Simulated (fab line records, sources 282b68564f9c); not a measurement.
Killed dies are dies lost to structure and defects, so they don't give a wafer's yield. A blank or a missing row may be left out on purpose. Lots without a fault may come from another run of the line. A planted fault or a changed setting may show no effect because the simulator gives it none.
Which tool did it? | flow rit_cmos | 14 lots, 42 wafers sampled, at 5 steps of a route of 202

WHAT THE GAUGES READ, wafer by wafer
The record holds no reading of a measuring or inspecting step that can be judged against a usual standard deviation.

WHICH TOOL RAN EACH LOT (tool, then ch and the chambers of the sampled wafers, then the start)
lot  | RIT_ACTIVE_EXPOSE_08               | RIT_NLDD_STRIP_09                   | RIT_PLDD_STRIP_09                   | RIT_SPACER_ETCHBACK_05            | RIT_M1_PROBE_99
L770 | iline_stepper-01 ch 0, day 1 14:05 | plasma_asher-02 ch 0,1, day 2 20:43 | plasma_asher-01 ch 0,1, day 2 22:21 | rie_diel-02 ch 0,2,3, day 3 00:52 | prober-02, day 3 12:04
L771 | iline_stepper-02 ch 0, day 1 19:11 | plasma_asher-02 ch 1, day 2 23:07   | plasma_asher-01 ch 0,1, day 3 00:32 | rie_diel-04 ch 0,1, day 3 03:08   | prober-01, day 3 14:22
L775 | iline_stepper-01 ch 0, day 2 15:10 | plasma_asher-02 ch 0,1, day 3 20:46 | plasma_asher-04 ch 0,1, day 3 22:21 | rie_diel-04 ch 1,2,3, day 4 00:56 | prober-01, day 4 12:12
L777 | iline_stepper-01 ch 0, day 3 01:10 | plasma_asher-01 ch 0,1, day 4 06:10 | plasma_asher-04 ch 0,1, day 4 07:43 | rie_diel-02 ch 1,2,3, day 4 10:18 | prober-01, day 4 22:08
L781 | iline_stepper-02 ch 0, day 3 21:04 | plasma_asher-03 ch 0,1, day 5 06:26 | plasma_asher-03 ch 0, day 5 07:51   | rie_diel-01 ch 0,1,3, day 5 10:37 | prober-02, day 5 22:17
L782 | iline_stepper-02 ch 0, day 4 02:37 | plasma_asher-02 ch 0,1, day 5 09:17 | plasma_asher-03 ch 0,1, day 5 10:43 | rie_diel-02 ch 2,3, day 5 13:29   | prober-01, day 6 00:40
L784 | iline_stepper-02 ch 0, day 4 12:12 | plasma_asher-03 ch 0,1, day 5 16:56 | plasma_asher-04 ch 0,1, day 5 18:29 | rie_diel-01 ch 0,1,3, day 5 21:00 | prober-01, day 6 08:51
L785 | iline_stepper-02 ch 0, day 4 17:05 | plasma_asher-01 ch 0,1, day 5 22:16 | plasma_asher-03 ch 0,1, day 5 23:48 | rie_diel-01 ch 2,3, day 6 02:19   | prober-02, day 6 13:21
L786 | iline_stepper-02 ch 0, day 4 22:49 | plasma_asher-02 ch 0,1, day 6 02:53 | plasma_asher-03 ch 0,1, day 6 04:26 | rie_diel-02 ch 0,1, day 6 07:01   | prober-01, day 6 18:34
L787 | iline_stepper-02 ch 0, day 5 05:02 | plasma_asher-01 ch 0,1, day 6 07:56 | plasma_asher-01 ch 0,1, day 6 09:29 | rie_diel-04 ch 1,3, day 6 12:00   | prober-02, day 6 23:13
L789 | iline_stepper-02 ch 0, day 5 13:11 | plasma_asher-02 ch 0,1, day 6 17:25 | plasma_asher-01 ch 0,1, day 6 18:58 | rie_diel-02 ch 1,2,3, day 6 21:47 | prober-02, day 7 09:04
L791 | iline_stepper-02 ch 0, day 5 23:16 | plasma_asher-02 ch 0,1, day 7 04:14 | plasma_asher-01 ch 0,1, day 7 05:46 | rie_diel-04 ch 1,2,3, day 7 08:25 | prober-02, day 7 19:22
L792 | iline_stepper-02 ch 0, day 6 04:06 | plasma_asher-02 ch 0,1, day 7 07:15 | plasma_asher-01 ch 0,1, day 7 08:40 | rie_diel-02 ch 0,3, day 7 11:16   | prober-01, day 7 22:19
L793 | iline_stepper-02 ch 0, day 6 10:29 | plasma_asher-03 ch 0,1, day 7 13:02 | plasma_asher-01 ch 0,1, day 7 14:35 | rie_diel-02 ch 0,2,3, day 7 17:09 | prober-02, day 8 04:18
- RIT_ACTIVE_EXPOSE_08: exposes mask M1, target cd 1400 nm.
- RIT_NLDD_STRIP_09: strips in O2, time 180 s.
- RIT_PLDD_STRIP_09: strips in O2, time 180 s.
- RIT_SPACER_ETCHBACK_05: etches Si3N4 in SF6/CHF3, stops on SiO2, target depth 250 nm, time 240 s.
- RIT_M1_PROBE_99

WHAT THE TOOLS THEMSELVES READ (means of the sampled wafers that have a number; where no wafer has one, the mark that the record gives instead)
RIT_ACTIVE_EXPOSE_08.
lot  | tool             | exposure_dose_mJ_cm2
L770 | iline_stepper-01 | 225.10
L771 | iline_stepper-02 | 225.05
L775 | iline_stepper-01 | 228.16
L777 | iline_stepper-01 | 227.75
L781 | iline_stepper-02 | 224.96
L782 | iline_stepper-02 | 224.76
L784 | iline_stepper-02 | 224.78
L785 | iline_stepper-02 | 225.00
L786 | iline_stepper-02 | 225.05
L787 | iline_stepper-02 | 224.54
L789 | iline_stepper-02 | 224.34
L791 | iline_stepper-02 | 224.98
L792 | iline_stepper-02 | 224.76
L793 | iline_stepper-02 | 224.71

RIT_NLDD_STRIP_09.
lot  | tool            | chamber_pressure_mTorr (mTorr) | drypump_motor_current_A (A)
L770 | plasma_asher-02 | 3996                           | 5.9
L771 | plasma_asher-02 | 4000                           | 6.2
L775 | plasma_asher-02 | 4003                           | 5.9
L777 | plasma_asher-01 | 3997                           | 5.4
L781 | plasma_asher-03 | 3999                           | 5.4
L782 | plasma_asher-02 | 3998                           | 5.9
L784 | plasma_asher-03 | 4001                           | 5.7
L785 | plasma_asher-01 | 4000                           | 5.4
L786 | plasma_asher-02 | 4000                           | 5.9
L787 | plasma_asher-01 | 3999                           | 5.1
L789 | plasma_asher-02 | 4000                           | 5.9
L791 | plasma_asher-02 | 3999                           | 5.5
L792 | plasma_asher-02 | 3996                           | 5.5
L793 | plasma_asher-03 | 3999                           | 5.7

RIT_PLDD_STRIP_09.
lot  | tool            | chamber_pressure_mTorr (mTorr) | drypump_motor_current_A (A)
L770 | plasma_asher-01 | 4003                           | 5.4
L771 | plasma_asher-01 | 4000                           | 5.1
L775 | plasma_asher-04 | 4002                           | 5.6
L777 | plasma_asher-04 | 4002                           | 5.6
L781 | plasma_asher-03 | 3999                           | 5.0
L782 | plasma_asher-03 | 4002                           | 5.4
L784 | plasma_asher-04 | 3999                           | 5.6
L785 | plasma_asher-03 | 4000                           | 5.7
L786 | plasma_asher-03 | 3998                           | 5.7
L787 | plasma_asher-01 | 4000                           | 5.1
L789 | plasma_asher-01 | 4000                           | 5.5
L791 | plasma_asher-01 | 4002                           | 5.5
L792 | plasma_asher-01 | 3999                           | 5.4
L793 | plasma_asher-01 | 3999                           | 5.1

RIT_SPACER_ETCHBACK_05.
lot  | tool        | CHF3_flow_sccm (sccm) | chamber_pressure_mTorr (mTorr) | drypump_motor_current_A (A) | oes_product_au (a.u.) | throttle_valve_pct (%)
L770 | rie_diel-02 | 29.97                 | 40.00                          | 5.5                         | 0.841                 | 10.28
L771 | rie_diel-04 | 30.00                 | 39.95                          | 5.5                         | 0.854                 | 10.33
L775 | rie_diel-04 | 29.94                 | 40.00                          | 5.9                         | 0.830                 | 10.29
L777 | rie_diel-02 | 30.01                 | 40.00                          | 5.6                         | 0.839                 | 10.26
L781 | rie_diel-01 | 30.04                 | 40.00                          | 6.1                         | 0.833                 | 10.22
L782 | rie_diel-02 | 30.01                 | 39.98                          | 5.4                         | 0.848                 | 10.31
L784 | rie_diel-01 | 30.09                 | 39.97                          | 6.1                         | 0.849                 | 10.22
L785 | rie_diel-01 | 29.98                 | 39.99                          | 5.6                         | 0.844                 | 10.17
L786 | rie_diel-02 | 30.05                 | 39.96                          | 5.9                         | 0.829                 | 10.18
L787 | rie_diel-04 | 30.05                 | 40.01                          | 5.8                         | 0.857                 | 10.23
L789 | rie_diel-02 | 29.99                 | 39.99                          | 5.7                         | 0.840                 | 10.26
L791 | rie_diel-04 | 30.04                 | 40.01                          | 5.9                         | 0.836                 | 10.29
L792 | rie_diel-02 | 30.04                 | 39.99                          | 5.6                         | 0.849                 | 10.28
L793 | rie_diel-02 | 29.99                 | 40.00                          | 5.5                         | 0.842                 | 10.28

RIT_M1_PROBE_99.
lot  | tool      | killed_at_contacts | killed_at_front_end | killed_dies | killed_open | killed_short
L770 | prober-02 | 0.3                | 9.3                 | 9.7         | 4.0         | 5.7
L771 | prober-01 | 0.0                | 10.3                | 10.3        | 5.7         | 4.7
L775 | prober-01 | 0.0                | 6.0                 | 6.0         | 2.0         | 3.7
L777 | prober-01 | 0.0                | 6.7                 | 6.7         | 4.0         | 2.7
L781 | prober-02 | 0.0                | 7.7                 | 7.7         | 3.0         | 4.7
L782 | prober-01 | 0.0                | 9.0                 | 9.0         | 3.7         | 5.3
L784 | prober-01 | 0.3                | 6.7                 | 7.0         | 3.3         | 3.3
L785 | prober-02 | 0.0                | 6.3                 | 6.3         | 2.3         | 4.0
L786 | prober-01 | 0.0                | 3.7                 | 3.7         | 2.7         | 1.0
L787 | prober-02 | 0.0                | 5.7                 | 5.7         | 2.3         | 3.3
L789 | prober-02 | 0.0                | 10.3                | 10.3        | 3.7         | 6.7
L791 | prober-02 | 0.3                | 7.7                 | 8.0         | 5.3         | 2.7
L792 | prober-01 | 0.0                | 5.3                 | 5.3         | 2.7         | 2.3
L793 | prober-02 | 0.7                | 4.0                 | 4.7         | 3.3         | 1.3

THE ANSWER, worked out from the rows above alone
Rule: what is usual is taken from the lots themselves. Put in order of their means at a reading, lots are off if they are a third of the lots or fewer, leave a main group of 4 or more, and stand apart from it by a gap of 3 or more times the standard deviation of the main group's means; of several such gaps the widest counts. A main group whose means are all the same, to the digits that the tables above print for the reading, isn't used. A lot without any number at a reading at which 4 lots or more have one is off too. The other lots that the step has rows for count as sound. The gauges are gone through in route order, then the tools' own readings, and for those a lot's mean is taken as printed above. The first step at which some lot is off is used, and at that step the reading that is off furthest; a lot without a number counts as furthest.
Off: L775, L777, at RIT_ACTIVE_EXPOSE_08 (exposure_dose_mJ_cm2). The main group: mean 224.84, standard deviation 0.22.
A tool fits if, at that step or a process step before it, it ran every lot that is off, and no sound lot after the first of them. One fits: iline_stepper-01 at RIT_ACTIVE_EXPOSE_08. Its last sound lot is L770 (day 1 14:05), its first lot that is off L775 (day 2 15:10): a fault that began between those two fits.
The tool's own readings at RIT_ACTIVE_EXPOSE_08 bear it out: on the lots that are off they differ by more than 5 times the standard deviation of the sound lots' means. exposure_dose_mJ_cm2 reads 227.95 there against 224.84 on the sound lots.

WHAT THE SIMULATOR HAD PUT IN
Process parameter drift: iline_stepper-01, from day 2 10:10 on, at RIT_ACTIVE_EXPOSE_08. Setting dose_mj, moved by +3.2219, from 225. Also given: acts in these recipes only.
Lots struck among those shown: L775, L777. The rule above found the same.
